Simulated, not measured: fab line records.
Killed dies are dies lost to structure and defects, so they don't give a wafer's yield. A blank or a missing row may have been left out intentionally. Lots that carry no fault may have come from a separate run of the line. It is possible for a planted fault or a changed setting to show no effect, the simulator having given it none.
Problem report in the 8D (eight disciplines) form, filled by code	flow berkeley_cmos170	the parts of the form that need people (team, actions taken, sign-off) are left out

## 1. PROBLEM STATEMENT
Wafers without a fault read 1e+13, standard deviation 1.1e+10; dose_ions_cm2 at UCB170_NWELL_IMPLANT_14 reads a mean of 1e+13 on 6 wafers belonging to 2 lots. Measured from the usual mean, that is +18 standard deviations.
Earliest sighting: wafer L102.1 on implanter-03 at day 5 06:53. At this step, 42 wafers from 14 lots have a number in the record. Rule for "out" (also "out of limits"): further than 4 standard deviations from the usual mean. The rest of the wafers with a number are treated as sound.

## 2. WHAT IT IS, AND WHAT IT ISN'T
question	is	is not
which readings at this step	dose_ions_cm2	beam_energy_keV
which lots	L102, L105	L101, L104, L110, L112, L989, L990, L991, L992, L993, L994, L995, L996
which wafers of those lots	all that have a number	-
read on which tools	implanter-03	implanter-01, implanter-02
when	from day 5 06:53	up to then (27 sound wafers); but 9 sound wafers of L104, L110, L112 came after

## 3. WHAT RULES OUT EACH SUSPECT
Counting: any tool at a process step up to the reading is kept as a suspect provided that every lot that is out went through it and no sound lot did after the first of them.
- implanter-03 at UCB170_NWELL_IMPLANT_14: kept. It processed each lot that is out, first L102 at day 5 06:53, and no sound lot thereafter; up to then, the last sound lot it processed was L996 at day 3 21:24. On those wafers its own readings are out: dose_ions_cm2.
Left after counting: implanter-03 at UCB170_NWELL_IMPLANT_14.

## 4. THE CAUSE (what the simulator had put in)
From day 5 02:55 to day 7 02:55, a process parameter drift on implanter-03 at UCB170_NWELL_IMPLANT_14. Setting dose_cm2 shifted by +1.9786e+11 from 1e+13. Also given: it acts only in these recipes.
Only this tool survived the counting.

## 5. SEQUENCE OF EFFECTS, ordered by route
Each row: a reading where the mean over the struck wafers with a number is more than 3 standard deviations away from the usual. Scope: only readings with a usual standard deviation given in the record; hours: median across lots of the time from each lot's start at the first step in this table that gives one to its start at this step; sigmas: change in usual standard deviations.
hours	step	reading	usual	on struck wafers	change	sigmas
0	UCB170_NWELL_IMPLANT_14	dose_ions_cm2	1e+13	1e+13	+2e+11	+18
Here are the process steps it includes:
- UCB170_NWELL_IMPLANT_14
Later steps that measure or inspect, where all struck wafers having a row at the step show a number for every such reading and not one has moved that far: UCB170_ACTIVE_CD_MEAS_13, UCB170_NSD_CD_MEAS_06.

## 6. WHAT WOULD HAVE CAUGHT IT SOONER
The fault began at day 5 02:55; the first out-of-limits reading in this record came at day 5 06:53, 4 hours later.
